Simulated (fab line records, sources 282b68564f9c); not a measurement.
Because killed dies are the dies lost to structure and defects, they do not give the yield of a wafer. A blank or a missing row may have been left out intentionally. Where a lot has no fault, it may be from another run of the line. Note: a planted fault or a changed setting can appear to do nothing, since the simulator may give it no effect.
A lot that was struck, set against a sound lot | flow ritCmos | 22 out of 202 route steps
Sound: these wafers, L231.2, L231.3, L231.6. Struck: wafers L240.1, L240.3, L240.5. The cause is given at the end.
Per side, at each step with rows, come the tool, then ch with its chambers, and then its first start. Under that, the readings that differ: sound wafers | struck wafers | difference of the means | sigmas: that difference in standard deviations of wafers without a fault.
alike: same words and numbers on both sides, and readings whose means sit less than 2 such deviations apart. not compared: any withheld reading, any reading some wafer has no value for, any bound like >300 that may hide the same value, and any number with overlapping values for which the record gives no deviation.
Wherever a step has rows on one side only, a row that says differs or no value, or a row with sigmas, the two part there. Non-overlapping numbers with no deviation appear without sigmas and do not part them. A reading that every wafer of one side lacks parts them only if that side has two wafers or more.

first, 2 steps without rows for these wafers: RIT_NSD_HARDBAKE_07 (time 60 s); RIT_NSD_IMPLANT_08.
RIT_NSD_STRIP_09: strips in O2, time 180 s.
  sound on plasmaAsher-01 ch 0,1, day 4 13:00; struck on plasmaAsher-03 ch 0,1, day 6 16:53
  alike: drypumpMotorCurrentA, rfReflPowerW
  not compared: rfHoursCounterH
RIT_NSD_TW_MEAS_10:
  sound: filmMetro-02 at day 4 13:11; struck: filmMetro-02 at day 6 17:04
  alike: NSD_TW
then, 6 steps without rows for these wafers: RIT_PSD_HMDS_00 (prime time 60 s); RIT_PSD_COAT_01 (resist thk 1000 nm); RIT_PSD_SOFTBAKE_02 (time 60 s); RIT_PSD_EXPOSE_03 (exposes mask M10, target cd 40900 nm); RIT_PSD_PEB_04; RIT_PSD_DEVELOP_05 (develop time 50 s).
RIT_PSD_OVL_MEAS_06:
  sound: overlay-02 at day 4 14:05; struck: overlay-02 at day 6 18:06
  alike: PSD_OVL
then, 1 step without rows for these wafers: RIT_PSD_HARDBAKE_07 (time 60 s).
RIT_PSD_IMPLANT_08:
  sound on implanter-01 ch 0, day 4 14:18; struck on implanter-04 ch 0, day 6 18:37
  alike: beamEnergyKeV
RIT_PSD_STRIP_09: strips in O2, time 180 s.
  sound on plasmaAsher-01 ch 0,1, day 4 14:25; struck on plasmaAsher-02 ch 0,1, day 6 18:46
  alike: drypumpMotorCurrentA, rfReflPowerW
  not compared: rfHoursCounterH
RIT_PSD_TW_MEAS_10:
  sound: filmMetro-02 at day 4 14:37; struck: filmMetro-03 at day 6 18:56
reading | sound          | struck         | difference | sigmas
PSD_TW  | 3385 3359 3378 | 3581 3583 3589 | +210       | +7
then, 3 steps without rows for these wafers: RIT_SDANNEAL_CLEAN_00 (cleans in SC1, time 600 s); RIT_SDANNEAL_CLEAN_01 (cleans in dHF, time 30 s); RIT_SDANNEAL_CLEAN_02 (cleans in SC2, time 600 s).
RIT_SDANNEAL_RTA_03: time 5 s.
  sound on rtpAnneal-02 ch 0, day 4 15:02; struck on rtpAnneal-01 ch 0, day 6 19:22
  alike: rampDownCPerS, wafer_temp_C_max
RIT_SDANNEAL_RS_MEAS_04: measures by four-point-probe.
  sound: filmMetro-02 at day 4 15:06; struck: filmMetro-03 at day 6 19:26
reading         | sound                | struck               | difference | sigmas
PSD_RS (ohm/sq) | 115.90 115.90 116.09 | 107.85 107.28 107.48 | -8.43      | -29
RIT_SDANNEAL_RS_MEAS_05: measures by four-point-probe.
  sound: filmMetro-02 at day 4 15:13; struck: filmMetro-03 at day 6 19:33
  alike: NSD_RS
RIT_M1_PROBE_99:
  sound: prober-01 at day 4 22:41; struck: prober-02 at day 7 03:45
  alike: killedAtFrontEnd, killedDies, killedOpen, killedShort

WHERE THEY PART
Last at RIT_SDANNEAL_RS_MEAS_04 as far as this record goes, first at RIT_PSD_TW_MEAS_10. Later steps at which nothing parts them and some readings are alike: RIT_SDANNEAL_RS_MEAS_05, RIT_M1_PROBE_99.

WHY: what the simulator had put in
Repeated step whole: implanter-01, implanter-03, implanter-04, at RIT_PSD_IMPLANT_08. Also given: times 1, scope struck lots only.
